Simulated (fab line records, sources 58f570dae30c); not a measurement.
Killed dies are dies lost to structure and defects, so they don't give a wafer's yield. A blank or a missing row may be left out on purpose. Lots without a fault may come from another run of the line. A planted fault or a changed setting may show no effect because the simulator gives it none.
Split-lot experiment | flow berkeley_cmos170 | 5 lots, 23 wafers read, on a route of 331 steps

THE SPLIT
At UCB170_M1_EXPOSE_06 (exposes mask METAL1, target cd 700 nm), the setting dose_mj was moved away from the recipe's 21 on 6 of the 23 wafers read, by -3.7% to +2.0%. The other wafers ran this setting at the recipe's value.

FROM THE SPLIT TO THE READING: what the file shows between them, 2 steps
- UCB170_M1_PEB_07
- UCB170_M1_DEVELOP_08: develop time 45 s

THE READING
cd_nm, in nm, at UCB170_M1_CD_MEAS_09 (target cd 700 nm). Fault-free wafers of this fab line usually give 699.8 nm, standard deviation 1.4 nm.

wafer  | tool, chamber at the split | dose_mj as run | against the recipe | cd_nm, nm | against lot-mates on the recipe
L075.1 | krf_scanner-02, 0          | 21             | recipe             | 698.0     | -
L075.2 | krf_scanner-02, 0          | 21             | recipe             | 697.5     | -
L075.3 | krf_scanner-02, 0          | 21             | recipe             | 698.0     | -
L075.4 | krf_scanner-02, 0          | 21             | recipe             | 699.0     | -
L075.5 | krf_scanner-02, 0          | 21             | recipe             | 699.6     | -
L077.2 | krf_scanner-02, 0          | 21             | recipe             | 698.5     | -
L077.3 | krf_scanner-02, 0          | 21             | recipe             | 697.7     | -
L077.4 | krf_scanner-02, 0          | 21             | recipe             | 698.2     | -
L078.1 | krf_scanner-02, 0          | 21             | recipe             | 703.2     | -
L078.2 | krf_scanner-02, 0          | 20.23          | -3.7%              | 708.7     | +6.8
L078.3 | krf_scanner-02, 0          | 20.23          | -3.7%              | 708.2     | +6.2
L078.5 | krf_scanner-02, 0          | 21             | recipe             | 700.7     | -
L078.6 | krf_scanner-02, 0          | 20.23          | -3.7%              | 708.1     | +6.1
L080.1 | krf_scanner-02, 0          | 21.42          | +2.0%              | 696.6     | -3.4
L080.2 | krf_scanner-02, 0          | 21.42          | +2.0%              | 696.6     | -3.4
L080.3 | krf_scanner-02, 0          | 21             | recipe             | 699.1     | -
L080.5 | krf_scanner-02, 0          | 21.42          | +2.0%              | 696.0     | -4.0
L080.6 | krf_scanner-02, 0          | 21             | recipe             | 700.9     | -
L084.1 | krf_scanner-01, 0          | 21             | recipe             | 698.3     | -
L084.2 | krf_scanner-01, 0          | 21             | recipe             | 699.4     | -
L084.3 | krf_scanner-01, 0          | 21             | recipe             | 699.9     | -
L084.4 | krf_scanner-01, 0          | 21             | recipe             | 698.6     | -
L084.6 | krf_scanner-01, 0          | 21             | recipe             | 699.6     | -

THE FIT
A straight line over all 23 wafers: cd_nm changes by -2.21 nm for each +1% of dose_mj; r = -0.93; the points scatter about the line by 1.4 nm.
The same after taking each lot's own level away (the mean of its wafers on the recipe; 23 wafers): -1.76 nm for each +1%; r = -0.97; scatter 0.7 nm.
On that fit, the largest move of dose_mj shifts the reading by 6.4 nm.
The lots' own levels span 698.13 to 701.95 nm, that is 2.7 times the standard deviation above.
So the lot-to-lot level changes the slope: the two fits differ.
Check: with one of the wafers moved furthest among these (-3.7%) left out of the fit, the line predicts +6.3 nm for it against its lot-mates. It came out at +6.75 nm against them.

OTHER SPLITS ON THESE WAFERS
These wafers also went through other splits before the reading. Each is held against what the fit with the lots' levels taken away leaves over:
other split on the same wafers   | wafers away from the commonest value | r with cd_nm (lot level and that fit taken away)
UCB170_BACKSIDE_STRIP_03 power_w | 7                                    | -0.10
UCB170_SDANNEAL_RTA_01 time_s    | 7                                    | +0.09
UCB170_CONTACT_EXPOSE_12 dose_mj | 9                                    | +0.00

THE WHOLE CHAIN: every reading that the file lists as answering this split, in the file's order
step                 | what it does         | reading                                                   | change (the file's fit)              | r (the file's)
UCB170_M1_CD_MEAS_09 | target cd 700 nm     | cd_nm                                                     | -1.76 nm for each +1% of the setting | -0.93
UCB170_M1_ETCH_11    | etches BARC in N2/H2 | M1.cd_nm (the simulator's own value, which no gauge read) | -1.68 nm for each +1% of the setting | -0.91

THE FILE'S OWN FIT
cd_nm changes by -1.76 nm for each +1% of dose_mj, r = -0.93.
